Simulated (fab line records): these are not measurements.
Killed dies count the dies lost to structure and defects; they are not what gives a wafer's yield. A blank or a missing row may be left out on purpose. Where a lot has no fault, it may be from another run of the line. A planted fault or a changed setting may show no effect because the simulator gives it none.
Which of the tools did it? || flow berkeley-cmos170 || route of 331 steps, sampled at 1 step: 7 lots, 21 wafers

WHAT THE GAUGES READ, wafer by wafer
UCB170_M1_RS_MEAS_01: measurement is done with a four-point probe.
{"lot": "L882", "measured": "day 8 18:34", "on": "film-metro-02", "M1_AL_RS (ohm/sq)": "0.0502 0.0495 0.0499"}
{"lot": "L881", "measured": "day 8 19:55", "on": "film-metro-01", "M1_AL_RS (ohm/sq)": "0.0485 0.0484 0.0482"}
{"lot": "L885", "measured": "day 9 13:20", "on": "film-metro-02", "M1_AL_RS (ohm/sq)": "0.0490 0.0496 0.0488"}
{"lot": "L886", "measured": "day 9 14:38", "on": "film-metro-02", "M1_AL_RS (ohm/sq)": "0.0484 0.0481 0.0481"}
{"lot": "L895", "measured": "day 11 05:20", "on": "film-metro-01", "M1_AL_RS (ohm/sq)": "0.0482 0.0483 0.0477"}
{"lot": "L896", "measured": "day 11 20:49", "on": "film-metro-01", "M1_AL_RS (ohm/sq)": "0.0492 0.0490 0.0493"}
{"lot": "L900", "measured": "day 12 08:15", "on": "film-metro-01", "M1_AL_RS (ohm/sq)": "0.0480 0.0479 0.0479"}

TOOL THAT RAN EACH LOT (tool first, then ch and the chambers of the sampled wafers, then the start)
Record: no process step prior to these readings.

THE ANSWER, worked out from the rows above alone
Rule: the lots themselves supply what counts as usual. The widest of any qualifying gaps counts: lots, ordered by their means at a reading, are off when they make up no more than a third of the lots, leave a main group of 4 or more, and stand apart from it by 3 or more times the standard deviation of that group's means. A main group is skipped when, at the precision printed for the reading in the tables above, its means are all equal. Also off: a lot with no number at a reading for which 4 or more lots have one. All remaining lots with rows at the step are treated as sound.
None of the lots is off at any reading shown; this tells nothing.

WHAT HAD BEEN PUT IN BY THE SIMULATOR
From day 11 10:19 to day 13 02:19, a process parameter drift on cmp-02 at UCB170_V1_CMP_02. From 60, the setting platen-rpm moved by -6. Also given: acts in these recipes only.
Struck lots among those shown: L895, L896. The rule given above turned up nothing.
